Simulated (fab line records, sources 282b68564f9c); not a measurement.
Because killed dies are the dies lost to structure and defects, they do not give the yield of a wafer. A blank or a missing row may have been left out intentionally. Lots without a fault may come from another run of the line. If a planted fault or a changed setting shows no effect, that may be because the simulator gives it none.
Struck lot and sound lot, side by side    flow ritCmos    19 out of 202 route steps
Sound: these wafers, L698.1, L698.2, L698.3. Wafers L707.4, L707.5, L707.6 were the ones struck. The cause is named last.
Order at every step that has rows: each side's tool, ch and its chambers, its first start. Under that, the readings that differ: sound wafers    struck wafers    difference of the means    sigmas: that difference in standard deviations of wafers without a fault.
alike: readings with means less than 2 such deviations apart, plus words and numbers identical on both sides. not compared: withheld readings, readings lacking a value on some wafer, bounds such as >300 that could conceal the same value, and numbers that have no deviation in the record and whose values overlap.
The two part at a step that has a row with sigmas, a row that says differs or no value, or rows on one side only. Numbers that have no deviation but don't overlap get no sigmas and don't part them. A reading that every wafer of one side lacks parts them only if that side has two wafers or more.

RIT_SILICIDE_RS_MEAS_02: the measuring method here is four-point-probe.
  struck on filmMetro-02, day 5 04:41; sound on filmMetro-03, day 3 06:13
  alike: SILICIDE_TI_RS
RIT_SILICIDE_THK_MEAS_03: measures by xrf.
  struck on filmMetro-02, day 5 04:47; sound on filmMetro-03, day 3 06:20
  alike: SILICIDE_TI_THK
RIT_SILICIDE_RTA_04: time 10 s, ramp up 5 s, ramp down 5 s.
  sound on rtpAnneal-01 ch 0, day 3 06:24; struck on rtpAnneal-02 ch 0, day 5 04:50
  alike: chamberO2Ppm, wafer_temp_C_max
then, 1 step without rows for these wafers: RIT_SILICIDE_WET_ETCH_05 (etches Ti in SPM, time 120 s).
RIT_SILICIDE_RTA_06: time 10 s, ramp up 5 s, ramp down 10 s.
  sound on rtpAnneal-02 ch 0, day 3 06:31; struck on rtpAnneal-01 ch 0, day 5 04:57
  alike: chamberO2Ppm, wafer_temp_C_max
RIT_CONTACT_CVD_00: deposits SiO2 from TEOS, target thk 400 nm, time 61 s.
  sound on pecvd-04 ch 0,1,2, day 3 06:35; struck on pecvd-04 ch 0,1,2, day 5 05:01
reading             sound        struck  difference                     sigmas
sinceWetCleanH (h)  610 610 610  - - -   no value on the struck wafers  
  alike: heaterPowerW
RIT_CONTACT_THK_MEAS_01:
  struck on filmMetro-01, day 5 05:04; sound on filmMetro-01, day 3 06:38
  alike: CONTACT_TEOS_THK
  not compared: hold
then, 5 steps without rows for these wafers: RIT_CONTACT_HMDS_02 (prime time 60 s); RIT_CONTACT_COAT_03 (resist thk 1000 nm); RIT_CONTACT_SOFTBAKE_04 (time 60 s); RIT_CONTACT_EXPOSE_05 (exposes mask M11, target cd 1000 nm); RIT_CONTACT_PEB_06.
RIT_CONTACT_DEVELOP_07: develop time 120 s.
  sound on lithoTrack-02 ch 0, day 3 07:00; struck on lithoTrack-02 ch 0, day 5 05:00
reading             sound              struck             difference  sigmas
developerTempC (C)  23.05 23.09 23.05  20.75 20.90 20.71  -2.28       -21
RIT_CONTACT_CD_MEAS_08: the cd target is 1000 nm.
  struck on cdSem-02, day 5 06:25; sound on cdSem-02, day 3 07:47
reading    sound                 struck                difference  sigmas
cdNm (nm)  1001.0 1000.1 1001.4  1015.6 1016.4 1016.1  +15.2       +7
  not compared: hold
RIT_CONTACT_OVL_MEAS_09:
  struck on overlay-01, day 5 10:46; sound on overlay-01, day 3 07:54
reading  sound  struck                                                                   difference                    sigmas
hold     - - -  awaitDispo/4.3h/release awaitDispo/4.3h/release awaitDispo/4.3h/release  no value on the sound wafers  
  alike: CONTACT_OVL
then, 1 step without rows for these wafers: RIT_CONTACT_HARDBAKE_10 (time 60 s).
RIT_CONTACT_ETCH_11: etches SiO2 in CHF3/CF4/Ar, stops on TiSi2, target depth 480 nm, time 320 s.
  sound on rieDiel-03 ch 0,1,3, day 3 08:05; struck on rieDiel-03 ch 1,2, day 5 11:31
reading                  sound            struck          difference  sigmas
model.CONTACT.cdNm (nm)  1001 999.7 1001  1016 1016 1017  +16         
  alike: drypumpMotorCurrentA, oesProductAu, throttleValvePct
  not compared: rfHoursCounterH
RIT_CONTACT_STRIP_12: strips in O2, time 180 s.
  sound on plasmaAsher-03 ch 0,1, day 3 08:17; struck on plasmaAsher-02 ch 0,1, day 5 12:02
  alike: drypumpMotorCurrentA, o2FlowSccm
  not compared: rfHoursCounterH
RIT_M1_PROBE_99:
  struck on prober-01, day 5 19:14; sound on prober-02, day 3 12:56
  alike: killed_at_M0_to_M3, killedAtFrontEnd, killedDies, killedOpen, killedShort

WHERE THEY PART
Last at RIT_CONTACT_OVL_MEAS_09 as far as this record goes, first at RIT_CONTACT_CVD_00. Later steps at which nothing parts them and some readings are alike: RIT_CONTACT_ETCH_11, RIT_CONTACT_STRIP_12, RIT_M1_PROBE_99.

WHY: whatever the simulator had introduced
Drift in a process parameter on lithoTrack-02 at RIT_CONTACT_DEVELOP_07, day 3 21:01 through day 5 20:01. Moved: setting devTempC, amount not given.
